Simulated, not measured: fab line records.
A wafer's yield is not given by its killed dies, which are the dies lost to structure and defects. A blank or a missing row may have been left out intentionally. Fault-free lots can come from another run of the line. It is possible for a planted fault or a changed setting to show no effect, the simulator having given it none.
What tool caused it? -- flow berkeleyCmos170 -- 14 lots with 42 wafers sampled at 3 steps, on a route of 331 steps

== WHAT THE GAUGES READ, wafer by wafer ==
UCB170_CONTACT_CD_MEAS_90: the cd target is 700 nm.
lot,measured,on,cdNm (nm)
L874,day 8 12:05,cdSem-01,698.8 699.2 697.1
L873,day 8 12:15,cdSem-01,697.4 699.7 698.5
L875,day 8 12:40,cdSem-02,699.5 698.8 702.1
L879,day 9 13:31,cdSem-01,696.8 699.6 697.7
L878,day 9 14:07,cdSem-01,699.6 698.9 703.5
L891,day 11 17:48,cdSem-01,698.6 699.1 701.6
L889,day 11 18:50,cdSem-02,701.6 699.9 696.5
L890,day 11 19:04,cdSem-01,699.1 699.2 698.5
L888,day 11 20:17,cdSem-02,699.8 699.7 696.5
L892,day 12 12:17,cdSem-01,695.8 698.3 699.5
L893,day 12 12:50,cdSem-01,702.8 699.3 699.6
L896,day 12 22:13,cdSem-01,698.5 698.8 698.3
L895,day 12 22:35,cdSem-02,702.1 700.4 702.5
L894,day 13 06:33,cdSem-01,699.9 697.1 697.2

UCB170_M1_CD_MEAS_09: the cd target is 700 nm.
lot,measured,on,cdNm (nm)
L874,day 8 13:43,cdSem-01,696.2 697.0 695.9
L873,day 8 13:58,cdSem-02,699.8 699.3 699.0
L875,day 8 14:23,cdSem-02,699.3 698.6 699.4
L879,day 9 15:25,cdSem-01,699.6 698.7 700.4
L878,day 9 15:45,cdSem-02,699.6 698.6 699.4
L891,day 11 19:24,cdSem-02,700.4 699.9 700.0
L889,day 11 20:18,cdSem-01,700.9 699.9 700.3
L890,day 11 20:45,cdSem-02,699.5 698.9 700.1
L888,day 11 21:47,cdSem-02,702.5 701.6 700.7
L892,day 12 14:31,cdSem-01,700.1 700.7 699.3
L893,day 12 15:34,cdSem-02,701.0 700.3 699.9
L896,day 13 02:26,cdSem-02,701.2 701.3 703.0
L895,day 13 02:41,cdSem-01,699.5 699.9 701.1
L894,day 13 08:34,cdSem-02,698.8 698.3 699.0

UCB170_V1_CD_MEAS_90: the cd target is 700 nm.
lot,measured,on,cdNm (nm)
L874,day 8 21:41,cdSem-01,702.5 702.2 700.5
L873,day 8 21:44,cdSem-02,695.3 696.5 696.7
L875,day 8 22:41,cdSem-01,697.4 696.9 697.5
L879,day 9 19:59,cdSem-02,701.1 700.6 700.0
L878,day 9 21:02,cdSem-02,699.7 701.2 699.1
L891,day 11 23:33,cdSem-01,698.6 699.9 698.3
L889,day 12 00:58,cdSem-01,696.3 696.8 698.0
L890,day 12 02:07,cdSem-01,697.7 699.6 699.9
L888,day 12 02:22,cdSem-02,699.1 700.4 700.9
L892,day 12 20:31,cdSem-01,701.3 701.8 701.7
L893,day 12 20:49,cdSem-02,699.9 697.1 697.4
L896,day 13 06:52,cdSem-02,698.3 696.8 698.6
L895,day 13 08:28,cdSem-01,700.1 698.0 700.4
L894,day 13 12:50,cdSem-02,699.7 701.5 699.4

== EACH LOT AND THE TOOL THAT RAN IT (in order: tool; ch and the chambers of the sampled wafers; start) ==
The record holds no process step before these readings.

== AS READ BY THE TOOLS THEMSELVES (means over the sampled wafers that have a number; for cases with no such wafer, the mark the record gives instead) ==
The record holds no such reading with a usual standard deviation.

== THE ANSWER, worked out from the rows above alone ==
Rule: what is usual is taken from the lots themselves. Put in order of their means at a reading, lots are off if they are a third of the lots or fewer, leave a main group of 4 or more, and stand apart from it by a gap of 3 or more times the standard deviation of the main group's means; of several such gaps the widest counts. A main group is skipped when, at the precision printed for the reading in the tables above, its means are all equal. A lot without any number at a reading at which 4 lots or more have one is off too. Where the step has rows for the other lots, those lots are counted as sound. First the gauges in route order, then the tools' own readings, where a lot's mean is used as printed above. The first step at which some lot is off is used, and at that step the reading that is off furthest; a lot without a number counts as furthest.
No lot is off at any reading shown: from this, nothing can be told.

== WHAT WAS PUT IN BY THE SIMULATOR ==
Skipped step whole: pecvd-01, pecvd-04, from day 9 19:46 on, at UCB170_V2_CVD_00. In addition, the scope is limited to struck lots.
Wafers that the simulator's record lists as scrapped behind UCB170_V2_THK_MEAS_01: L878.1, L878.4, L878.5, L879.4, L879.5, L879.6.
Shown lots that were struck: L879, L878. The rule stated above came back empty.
